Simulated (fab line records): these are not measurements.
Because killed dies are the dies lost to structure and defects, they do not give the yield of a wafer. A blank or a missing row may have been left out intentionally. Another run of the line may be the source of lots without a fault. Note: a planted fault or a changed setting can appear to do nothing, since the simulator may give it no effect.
Comparing a struck lot with a sound one || flow rit_cmos || 34 steps out of a route of 202
Sound: these wafers, L495.1, L495.2, L495.4. Wafers L491.3, L491.4, L491.5 were the ones struck. The cause comes at the end.
Per side, at each step with rows, come the tool, then ch with its chambers, and then its first start. Under that, the readings that differ: sound wafers || struck wafers || difference of the means || sigmas: that difference in standard deviations of wafers without a fault.
alike: readings with means less than 2 such deviations apart, plus words and numbers identical on both sides. not compared: withheld readings, readings lacking a value on some wafer, bounds such as >300 that could conceal the same value, and numbers that have no deviation in the record and whose values overlap.
The two part at a step that has a row with sigmas, a row that says differs or no value, or rows on one side only. When numbers do not overlap yet have no deviation, they are printed without sigmas and do not part them. A reading that every wafer of one side lacks parts them only if that side has two wafers or more.

first, 2 steps without rows for these wafers: RIT_SPACER_CLEAN_02 (cleans in SC2, time 600 s); RIT_SPACER_CVD_03 (deposits Si3N4 from SiH2Cl2/NH3, target thk 250 nm, time 3300 s).
RIT_SPACER_THK_MEAS_04:
  struck on film_metro-04, day 5 06:44; sound on film_metro-03, day 6 05:07
  alike: SPACER_NITRIDE_THK
RIT_SPACER_ETCHBACK_05: etches Si3N4 in SF6/CHF3, stops on SiO2, target depth 250 nm, time 240 s.
  sound on rie_diel-04 ch 1,2,3, day 6 05:10; struck on rie_diel-01 ch 1,2, day 5 06:47
  alike: drypump_motor_current_A, oes_product_au, throttle_valve_pct
  not compared: rf_hours_counter_h
then, 6 steps without rows for these wafers: RIT_NSD_HMDS_00 (prime time 60 s); RIT_NSD_COAT_01 (resist thk 1000 nm); RIT_NSD_SOFTBAKE_02 (time 60 s); RIT_NSD_EXPOSE_03 (exposes mask M9, target cd 40700 nm); RIT_NSD_PEB_04; RIT_NSD_DEVELOP_05 (develop time 50 s).
RIT_NSD_OVL_MEAS_06:
  struck on overlay-01, day 5 07:55; sound on overlay-02, day 6 06:17
{"reading": "NSD_OVL (nm)", "sound": "0.5 1.2 -0.2", "struck": "-5.1 -3.3 -3.1", "difference": -4.3, "sigmas": -3}
then, 1 step without rows for these wafers: RIT_NSD_HARDBAKE_07 (time 60 s).
RIT_NSD_IMPLANT_08:
  sound on implanter-02 ch 0, day 6 06:29; struck on implanter-03 ch 0, day 5 08:28
RIT_NSD_STRIP_09: strips in O2, time 180 s.
  sound on plasma_asher-02 ch 0,1, day 6 06:38; struck on plasma_asher-01 ch 0,1, day 5 08:37
  alike: drypump_motor_current_A
  not compared: rf_hours_counter_h
RIT_NSD_TW_MEAS_10:
  struck on film_metro-04, day 5 08:45; sound on film_metro-04, day 6 06:48
{"reading": "NSD_TW", "sound": "3163 3182 3180", "struck": "3593 3593 3606", "difference": "+422", "sigmas": "+11"}
then, 6 steps without rows for these wafers: RIT_PSD_HMDS_00 (prime time 60 s); RIT_PSD_COAT_01 (resist thk 1000 nm); RIT_PSD_SOFTBAKE_02 (time 60 s); RIT_PSD_EXPOSE_03 (exposes mask M10, target cd 40900 nm); RIT_PSD_PEB_04; RIT_PSD_DEVELOP_05 (develop time 50 s).
RIT_PSD_OVL_MEAS_06:
  struck on overlay-02, day 5 10:11; sound on overlay-02, day 6 07:43
  alike: PSD_OVL
then, 2 steps without rows for these wafers: RIT_PSD_HARDBAKE_07 (time 60 s); RIT_PSD_IMPLANT_08.
RIT_PSD_STRIP_09: strips in O2, time 180 s.
  sound on plasma_asher-01 ch 0,1, day 6 08:07; struck on plasma_asher-04 ch 0,1, day 5 10:34
  alike: drypump_motor_current_A
  not compared: rf_hours_counter_h
RIT_PSD_TW_MEAS_10:
  struck on film_metro-04, day 5 10:43; sound on film_metro-04, day 6 08:18
  alike: PSD_TW
then, 3 steps without rows for these wafers: RIT_SDANNEAL_CLEAN_00 (cleans in SC1, time 600 s); RIT_SDANNEAL_CLEAN_01 (cleans in dHF, time 30 s); RIT_SDANNEAL_CLEAN_02 (cleans in SC2, time 600 s).
RIT_SDANNEAL_RTA_03: time 5 s.
  sound on rtp_anneal-01 ch 0, day 6 08:55; struck on rtp_anneal-01 ch 0, day 5 11:08
  alike: anneal_temp_c_max, wafer_temp_C_max
RIT_SDANNEAL_RS_MEAS_04: uses a four-point probe to measure.
  struck on film_metro-01, day 5 11:13; sound on film_metro-04, day 6 08:59
{"reading": "PSD_RS (ohm/sq)", "sound": "116.73 116.53 116.79", "struck": "116.00 115.78 115.92", "difference": -0.78, "sigmas": -3}
RIT_SDANNEAL_RS_MEAS_05: uses a four-point probe to measure.
  struck on film_metro-01, day 5 11:29; sound on film_metro-04, day 6 09:06
{"reading": "NSD_RS (ohm/sq)", "sound": "85.98 85.83 85.67", "struck": "52.76 52.56 52.44", "difference": -33.24, "sigmas": "-99 or more"}
RIT_SDANNEAL_RS_MEAS_06: uses a four-point probe to measure.
  struck on film_metro-01, day 5 11:36; sound on film_metro-04, day 6 09:13
  alike: PLDD_RS
RIT_M1_PROBE_99:
  struck on prober-02, day 5 19:41; sound on prober-01, day 6 16:22
  alike: killed_at_contacts, killed_at_front_end, killed_dies, killed_on_rim, killed_open, killed_short

WHERE THEY PART
At RIT_NSD_OVL_MEAS_06 first; at RIT_SDANNEAL_RS_MEAS_05 last (within this record only). Later steps at which nothing parts them and some readings are alike: RIT_SDANNEAL_RS_MEAS_06, RIT_M1_PROBE_99.

WHY: what the simulator had put in
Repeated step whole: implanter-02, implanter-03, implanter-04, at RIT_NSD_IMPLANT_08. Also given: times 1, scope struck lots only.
